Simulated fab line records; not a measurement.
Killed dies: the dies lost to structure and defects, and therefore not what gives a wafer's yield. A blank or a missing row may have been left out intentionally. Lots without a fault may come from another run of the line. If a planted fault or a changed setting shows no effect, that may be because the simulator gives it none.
Comparing a struck lot with a sound one || flow rit_cmos || 43 out of 202 route steps
Sound: the wafers L491.2, L491.3, L491.6. Wafers L476.1, L476.3, L476.4 were the ones struck. The cause is named last.
Per side, at each step with rows, come the tool, then ch with its chambers, and then its first start. Under that, the readings that differ: sound wafers || struck wafers || difference of the means || sigmas: that difference in standard deviations of wafers without a fault.
alike: readings whose means differ by less than 2 such deviations, and words and numbers that are the same on both sides. not compared: withheld readings, readings that some wafer has no value for, bounds like >300 that may hide the same value, and numbers for which the record gives no deviation and whose values overlap.
A row with sigmas, a row that says differs or no value, or rows on one side alone: a step with any of these is where the two part. Non-overlapping numbers with no deviation appear without sigmas and do not part them. A reading that every wafer of one side lacks parts them only if that side has two wafers or more.

first, 3 steps without rows for these wafers: RIT_SDANNEAL_CLEAN_00 (cleans in SC1, time 600 s); RIT_SDANNEAL_CLEAN_01 (cleans in dHF, time 30 s); RIT_SDANNEAL_CLEAN_02 (cleans in SC2, time 600 s).
RIT_SDANNEAL_RTA_03: time 5 s.
  sound on rtp_anneal-02 ch 0, day 7 10:57; struck on rtp_anneal-01 ch 0, day 4 07:28
  alike: wafer_temp_C_max
RIT_SDANNEAL_RS_MEAS_04: a four-point-probe measurement.
  struck on film_metro-03, day 4 07:31; sound on film_metro-03, day 7 11:01
  alike: PSD_RS
RIT_SDANNEAL_RS_MEAS_05: a four-point-probe measurement.
  struck on film_metro-03, day 4 07:38; sound on film_metro-03, day 7 11:08
  alike: NSD_RS
RIT_SDANNEAL_RS_MEAS_06: a four-point-probe measurement.
  struck on film_metro-03, day 4 07:45; sound on film_metro-03, day 7 11:16
  alike: PLDD_RS
RIT_SDANNEAL_RS_MEAS_07: a four-point-probe measurement.
  struck on film_metro-03, day 4 07:52; sound on film_metro-03, day 7 11:23
  alike: NLDD_RS
then, 2 steps without rows for these wafers: RIT_SILICIDE_WET_ETCH_00 (etches SiO2 in BOE, target depth 14 nm, time 15 s); RIT_SILICIDE_SPUTTER_01 (material Ti, target thk 30 nm, time 240 s).
RIT_SILICIDE_RS_MEAS_02: a four-point-probe measurement.
  struck on film_metro-01, day 4 08:10; sound on film_metro-01, day 7 11:40
  alike: SILICIDE_TI_RS
RIT_SILICIDE_THK_MEAS_03: measures by xrf.
  struck on film_metro-01, day 4 08:17; sound on film_metro-01, day 7 11:46
  alike: SILICIDE_TI_THK
RIT_SILICIDE_RTA_04: time 10 s, ramp up 5 s, ramp down 5 s.
  sound on rtp_anneal-01 ch 0, day 7 11:50; struck on rtp_anneal-02 ch 0, day 4 08:21
  alike: wafer_temp_C_max
then, 1 step without rows for these wafers: RIT_SILICIDE_WET_ETCH_05 (etches Ti in SPM, time 120 s).
RIT_SILICIDE_RTA_06: time 10 s, ramp up 5 s, ramp down 10 s.
  sound on rtp_anneal-02 ch 0, day 7 11:56; struck on rtp_anneal-01 ch 0, day 4 08:28
  alike: wafer_temp_C_max
RIT_CONTACT_CVD_00: deposits SiO2 from TEOS, target thk 400 nm, time 61 s.
  sound on pecvd-03 ch 0,2, day 7 12:00; struck on pecvd-03 ch 0,1,2, day 4 08:31
  alike: heater_power_w
RIT_CONTACT_THK_MEAS_01:
  struck on film_metro-04, day 4 08:34; sound on film_metro-03, day 7 12:04
  alike: CONTACT_TEOS_THK
then, 6 steps without rows for these wafers: RIT_CONTACT_HMDS_02 (prime time 60 s); RIT_CONTACT_COAT_03 (resist thk 1000 nm); RIT_CONTACT_SOFTBAKE_04 (time 60 s); RIT_CONTACT_EXPOSE_05 (exposes mask M11, target cd 1000 nm); RIT_CONTACT_PEB_06; RIT_CONTACT_DEVELOP_07 (develop time 120 s).
RIT_CONTACT_CD_MEAS_08: target cd 1000 nm.
  struck on cd_sem-01, day 4 09:38; sound on cd_sem-01, day 7 13:13
  alike: cd_nm
RIT_CONTACT_OVL_MEAS_09:
  struck on overlay-01, day 4 09:46; sound on overlay-01, day 7 13:20
  alike: CONTACT_OVL
then, 1 step without rows for these wafers: RIT_CONTACT_HARDBAKE_10 (time 60 s).
RIT_CONTACT_ETCH_11: etches SiO2 in CHF3/CF4/Ar, stops on TiSi2, target depth 480 nm, time 320 s.
  sound on rie_diel-02 ch 1,3, day 7 13:31; struck on rie_diel-03 ch 0,1,2, day 4 09:57
  alike: drypump_motor_current_A, oes_product_au, throttle_valve_pct
  not compared: rf_hours_counter_h
then, 1 step without rows for these wafers: RIT_CONTACT_STRIP_12 (strips in O2, time 180 s).
RIT_CONTACT_CD_MEAS_90: target cd 1000 nm.
  struck on cd_sem-02, day 4 10:19; sound on cd_sem-02, day 7 13:54
  alike: cd_nm
then, 2 steps without rows for these wafers: RIT_CONTACT_CLEAN_13 (cleans in SC1, time 600 s); RIT_CONTACT_CLEAN_14 (cleans in SC2, time 600 s).
RIT_M1_SPUTTER_00: material Al, target thk 400 nm, time 500 s.
  struck on pvd_sputter-04, day 4 10:48; sound on pvd_sputter-01, day 7 14:21
  alike: cathode_dc_power_W, throttle_valve_pct
RIT_M1_RS_MEAS_01: a four-point-probe measurement.
  struck on film_metro-04, day 4 11:06; sound on film_metro-03, day 7 14:40
  alike: M1_AL_RS
RIT_M1_THK_MEAS_02: measures by xrf.
  struck on film_metro-04, day 4 11:13; sound on film_metro-03, day 7 14:46
  alike: M1_AL_THK
then, 6 steps without rows for these wafers: RIT_M1_HMDS_03 (prime time 60 s); RIT_M1_COAT_04 (resist thk 1300 nm); RIT_M1_SOFTBAKE_05 (time 60 s); RIT_M1_EXPOSE_06 (exposes mask M12, target cd 2600 nm); RIT_M1_PEB_07; RIT_M1_DEVELOP_08 (develop time 68 s).
RIT_M1_CD_MEAS_09: target cd 2600 nm.
  struck on cd_sem-01, day 4 12:17; sound on cd_sem-01, day 7 15:43
  alike: cd_nm
RIT_M1_OVL_MEAS_10:
  struck on overlay-02, day 4 12:24; sound on overlay-02, day 7 15:50
  alike: M1_OVL
RIT_M1_PROBE_99:
  struck on prober-02, day 4 16:13; sound on prober-02, day 7 18:25
{"reading": "model.etest.npoly_line.line_ohm_um", "sound": "165.1 165.6 162.8", "struck": "157.9 160.2 158.8", "difference": -5.5, "sigmas": ""}
{"reading": "model.etest.ppoly_line.line_ohm_um", "sound": "160.5 162.4 156.8", "struck": "154.3 152.4 154", "difference": -6.3, "sigmas": ""}
{"reading": "model.etest.contact_pplus.end_ohm_um", "sound": "43.15 43.37 43.86", "struck": "48.17 47.17 49.88", "difference": "+4.95", "sigmas": ""}
{"reading": "model.etest.npoly_line.rs_ohm_sq_rim_less_centre", "sound": "-0.09217 0.03633 -0.03398", "struck": "-1.583 -1.596 -1.569", "difference": -1.553, "sigmas": ""}
{"reading": "model.etest.npoly_line.rs_ohm_sq_range", "sound": "0.5293 0.1275 0.1789", "struck": "1.767 1.756 1.728", "difference": "+1.472", "sigmas": ""}
{"reading": "model.etest.npoly_line.rs_ohm_sq", "sound": "17.16 17.03 17", "struck": "16 16.36 15.89", "difference": -1, "sigmas": ""}
{"reading": "model.etest.ppoly_line.rs_ohm_sq", "sound": "16.74 16.83 16.45", "struck": "15.45 15.79 15.35", "difference": -1.14, "sigmas": ""}
  alike: killed_at_contacts, killed_at_front_end, killed_dies, killed_open, killed_short
  not compared: model.etest.contact_nplus.end_ohm_um

## WHERE THEY PART
Nowhere in this record.

WHY: the cause the simulator had injected
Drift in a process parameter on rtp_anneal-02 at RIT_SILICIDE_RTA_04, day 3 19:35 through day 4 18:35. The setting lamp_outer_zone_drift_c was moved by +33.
